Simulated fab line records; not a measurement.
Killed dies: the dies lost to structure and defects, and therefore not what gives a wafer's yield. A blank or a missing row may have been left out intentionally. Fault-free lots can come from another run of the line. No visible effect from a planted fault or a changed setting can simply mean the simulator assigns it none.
A struck lot beside a sound one -- flow berkeleyCmos170 -- 16 out of 331 route steps
Sound: wafers L784.2, L784.4, L784.5. The struck wafers were L788.2, L788.3, L788.4. The cause comes at the end.
At each step with rows: each side's tool, then ch and its chambers, then its first start. Under that, the readings that differ: sound wafers -- struck wafers -- difference of the means -- sigmas: that difference in standard deviations of wafers without a fault.
alike: a reading whose means differ by less than 2 such deviations, as well as words and numbers matching on both sides. not compared: withheld readings; readings where some wafer has no value; bounds like >300 that might hide an equal value; numbers whose values overlap and for which the record gives no deviation.
Wherever a step has rows on one side only, a row that says differs or no value, or a row with sigmas, the two part there. When numbers do not overlap yet have no deviation, they are printed without sigmas and do not part them. Lack of a reading on every wafer of one side parts them only where that side has two or more wafers.

first, 5 steps without rows for these wafers: UCB170_NLDD_COAT_01 (resist thk 900 nm); UCB170_NLDD_SOFTBAKE_02 (time 60 s); UCB170_NLDD_EXPOSE_03 (exposes mask NSELECT, target cd 1200 nm); UCB170_NLDD_PEB_04; UCB170_NLDD_DEVELOP_05 (develop time 45 s).
UCB170_NLDD_CD_MEAS_06: the cd target is 1200 nm.
  sound on cdSem-01 at day 6 19:14; struck on cdSem-02 at day 7 13:49
reading,sound,struck,difference,sigmas
cdNm (nm),1196.3 1196.3 1196.5,1200.7 1201.0 1199.9,+4.2,+3
UCB170_NLDD_OVL_MEAS_07:
  sound on overlay-01 at day 6 19:21; struck on overlay-02 at day 7 13:56
  alike: NLDD_OVL
then, 2 steps without rows for these wafers: UCB170_NLDD_IMPLANT_08; UCB170_NLDD_IMPLANT_09.
UCB170_NLDD_STRIP_10: strips in O2.
  sound on plasmaAsher-03 ch 0,1, day 6 19:41; struck on plasmaAsher-03 ch 0,1, day 7 14:16
  alike: drypumpMotorCurrentA, o2FlowSccm, oesProductAu, stripTimeToEndpointS
  not compared: rfHoursCounterH
UCB170_NLDD_TW_MEAS_11:
  sound on filmMetro-01 at day 6 19:47; struck on filmMetro-01 at day 7 14:22
  alike: NLDD_TW
then, 1 step without rows for these wafers: UCB170_NLDD_CLEAN_12 (cleans in SPM, time 600 s).
UCB170_SPACER_CVD_00: deposits SiO2 from TEOS/O2, target thk 376 nm, time 47 s.
  sound on pecvd-02 ch 0,1, day 6 20:01; struck on pecvd-04 ch 0,1, day 7 14:38
reading,sound,struck,difference,sigmas
heaterPowerW (W),256 227 232,123 149 136,-102,-2
rfFwdPowerW (W),539.7 541.2 543.6,762.2 764.7 763.9,+222.1,+99 or more
model.SiO2_of_SPACER_CVD_00.thkNm (nm),367.7 375 376.7,415.3 410.1 419.2,+41.7,
  alike: susceptorTempC
UCB170_SPACER_THK_MEAS_01:
  sound on filmMetro-02 at day 6 20:05; struck on filmMetro-01 at day 7 14:55
reading,sound,struck,difference,sigmas
SPACER_TEOS_THK (nm),368 375 376,415 410 419,+42,+9
  not compared: hold
UCB170_SPACER_ETCHBACK_03: etches SiO2 in CHF3/CF4/Ar, stops on Si, target depth 376 nm, time 100 s.
  sound on rieDiel-01 ch 0,1,2, day 6 23:25; struck on rieDiel-01 ch 0,3, day 7 20:10
reading,sound,struck,difference,sigmas
oesProductAu (a.u.),0.875 0.889 0.905,0.965 0.994 1.005,+0.098,+6
model.etch.depthNm (nm),367.7 375 376.7,415.3 410.1 419.2,+41.7,
  alike: drypumpMotorCurrentA, throttleValvePct
  not compared: rfHoursCounterH
then, 1 step without rows for these wafers: UCB170_PSD_HMDS_00 (prime time 60 s).

WHERE THEY PART
Earliest at UCB170_NLDD_CD_MEAS_06; latest, in this record, at UCB170_SPACER_ETCHBACK_03.

WHY: whatever the simulator had introduced
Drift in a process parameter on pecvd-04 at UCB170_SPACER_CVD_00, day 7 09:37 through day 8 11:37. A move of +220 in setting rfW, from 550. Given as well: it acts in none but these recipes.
